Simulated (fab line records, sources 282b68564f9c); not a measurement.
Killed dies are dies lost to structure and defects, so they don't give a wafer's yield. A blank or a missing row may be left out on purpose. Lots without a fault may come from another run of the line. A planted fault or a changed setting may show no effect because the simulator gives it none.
Problem report in the 8D (eight disciplines) form, filled by code | flow rit_cmos | the parts of the form that need people (team, actions taken, sign-off) are left out

1. THE PROBLEM
cd_nm at RIT_M1_CD_MEAS_09 reads a mean of 2738.4 nm on 9 wafers of 3 lots; wafers without a fault read 2600.3 nm with a standard deviation of 2. That is +69 standard deviations from the usual mean.
The step: target cd 2600 nm.
First seen on wafer L602.2, day 5 18:03, on cd_sem-02. The record holds 45 wafers of 15 lots with a number at this step. Rule for "out", or "out of limits": more than 4 standard deviations from the usual mean. The other wafers with a number count as sound.

2. WHAT IT IS AND WHAT IT IS NOT
question                    | is                     | is not
which readings at this step | cd_nm                  | -
which lots                  | L602, L604, L605       | L590, L591, L593, L594, L595, L596, L597, L598, L600, L603, L611, L613
which wafers of those lots  | all that have a number | -
read on which gauges        | cd_sem-01, cd_sem-02   | -
when                        | from day 5 18:03       | up to then (27 sound wafers); but 9 sound wafers of L603, L611, L613 came after

3. SUSPECTS, AND WHAT RULES EACH OUT
Counting: a tool at a process step up to the reading stays a suspect if it ran every lot that is out and no sound lot after the first of them.
- the gauge at RIT_M1_CD_MEAS_09: ruled out. The wafers that are out were read on 2 gauges (cd_sem-01, cd_sem-02).
- litho_track-03 at RIT_M1_DEVELOP_08 (develop time 68 s): kept. It ran every lot that is out, first L602 (day 5 17:00), and no sound lot after that; its last sound lot up to then is L600 (day 5 10:00).
Left after counting: litho_track-03 at RIT_M1_DEVELOP_08.

4. THE CAUSE (what the simulator had put in)
Process parameter drift: litho_track-03, from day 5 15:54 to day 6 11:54, at RIT_M1_DEVELOP_08. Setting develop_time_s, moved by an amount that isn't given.
Counting left only this tool.

5. THE CHAIN OF EFFECTS, in route order
Each row: a reading whose mean over the struck wafers that have a number lies more than 3 standard deviations from the usual. Only readings for which the record gives a usual standard deviation are gone through. hours: the time from each lot's start at the first step in this table that gives one to its start at this step, as a median over the lots. sigmas: the change in usual standard deviations.
hours | step              | reading | usual     | on struck wafers | change | sigmas
0     | RIT_M1_CD_MEAS_09 | cd_nm   | 2600.3 nm | 2738.4           | +138.1 | +69

6. WHAT WOULD HAVE CAUGHT IT SOONER
In this record the first reading out of limits at a measuring or inspecting step was taken at day 5 18:03, 2 hours after the fault began at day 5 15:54.
Of the lots that are out (3), L604, L605 began RIT_M1_DEVELOP_08 on litho_track-03 after day 5 18:03. A hold on the tool at that time would have spared those 2.
